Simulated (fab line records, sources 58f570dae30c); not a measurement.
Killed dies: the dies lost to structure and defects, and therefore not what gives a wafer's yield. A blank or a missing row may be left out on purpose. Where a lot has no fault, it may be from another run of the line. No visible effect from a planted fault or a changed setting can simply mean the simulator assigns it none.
Which tool did it? + flow berkeley_cmos170 + 36 wafers from 12 lots sampled at 2 of the route's 331 steps

== WHAT EACH GAUGE READ, for each wafer ==
UCB170_V1_OVL_MEAS_13. Usual: V1_OVL 0 nm, standard deviation 5.8.
| lot  | measured     | on         | V1_OVL (nm) | flag |
|------|--------------|------------|-------------|------|
| L326 | day 8 08:31  | overlay-02 | -3 -10 -7   |      |
| L323 | day 8 08:53  | overlay-02 | -1 1 7      |      |
| L322 | day 8 10:25  | overlay-01 | -4 3 0      |      |
| L325 | day 8 19:14  | overlay-01 | 3 3 -4      |      |
| L324 | day 8 19:55  | overlay-02 | -3 -2 -2    |      |
| L328 | day 9 08:58  | overlay-02 | 0 11 5      |      |
| L336 | day 10 22:23 | overlay-01 | 11 1 7      |      |
| L332 | day 10 23:01 | overlay-01 | -6 -9 -6    |      |
| L340 | day 11 18:22 | overlay-02 | 1 -8 6      |      |
| L341 | day 11 19:46 | overlay-01 | 8 5 2       |      |
| L343 | day 12 08:10 | overlay-01 | -6 -7 -10   |      |
| L344 | day 12 19:46 | overlay-01 | -10 0 -1    |      |

== WHAT TOOL EACH LOT RAN ON (gives the tool, then ch and the chambers of the sampled wafers, and finally the start) ==
| lot  | UCB170_V1_CMP_02              |
|------|-------------------------------|
| L326 | cmp-01 ch 0,3, day 8 04:39    |
| L323 | cmp-02 ch 0,1,2, day 8 06:06  |
| L322 | cmp-01 ch 1,2,3, day 8 07:32  |
| L325 | cmp-02 ch 2,3, day 8 13:40    |
| L324 | cmp-01 ch 0,3, day 8 14:59    |
| L328 | cmp-02 ch 0,1, day 9 07:20    |
| L336 | cmp-02 ch 0,1, day 10 20:19   |
| L332 | cmp-02 ch 0,1,2, day 10 20:37 |
| L340 | cmp-01 ch 0,1, day 11 16:38   |
| L341 | cmp-02 ch 1,2,3, day 11 18:01 |
| L343 | cmp-01 ch 0,1,2, day 12 06:02 |
| L344 | cmp-01 ch 0,1, day 12 18:08   |
- UCB170_V1_CMP_02: polishes SiO2.

== WHAT THE TOOLS THEMSELVES READ (means of the sampled wafers that have a number; where no wafer has one, the mark that the record gives instead) ==
UCB170_V1_CMP_02. Usual: edge_zone_pressure_frac 1.000, standard deviation 0.0049; motor_current_A 16.3 A, standard deviation 2.
| lot  | tool   | edge_zone_pressure_frac | motor_current_A (A) | flag |
|------|--------|-------------------------|---------------------|------|
| L326 | cmp-01 | 1.003                   | 16.1                |      |
| L323 | cmp-02 | 1.000                   | 15.7                |      |
| L322 | cmp-01 | 1.000                   | 17.9                |      |
| L325 | cmp-02 | 1.007                   | 16.4                |      |
| L324 | cmp-01 | 1.000                   | 15.5                |      |
| L328 | cmp-02 | 1.001                   | 14.2                |      |
| L336 | cmp-02 | 0.999                   | 14.2                |      |
| L332 | cmp-02 | 0.994                   | 15.3                |      |
| L340 | cmp-01 | 1.006                   | 17.0                |      |
| L341 | cmp-02 | 0.997                   | 16.0                |      |
| L343 | cmp-01 | 1.000                   | 16.6                |      |
| L344 | cmp-01 | 1.002                   | 16.7                |      |

== THE ANSWER, worked out from the rows above alone ==
Rule: take the mean of a lot's wafers that have a number; if it is more than 3 standard deviations from the usual mean, the lot is off. A lot without any number at a reading at which 4 lots or more have one is off too. Where the step has rows for the other lots, those lots are counted as sound. Order of review: gauges by route order, followed by the tools' own readings, for which a lot's mean as printed above is used. The first step at which some lot is off is used, and at that step the reading that is off furthest; a lot without a number counts as furthest.
No lot is off at any reading shown: from this, nothing can be told.

== WHAT WAS PUT IN BY THE SIMULATOR ==
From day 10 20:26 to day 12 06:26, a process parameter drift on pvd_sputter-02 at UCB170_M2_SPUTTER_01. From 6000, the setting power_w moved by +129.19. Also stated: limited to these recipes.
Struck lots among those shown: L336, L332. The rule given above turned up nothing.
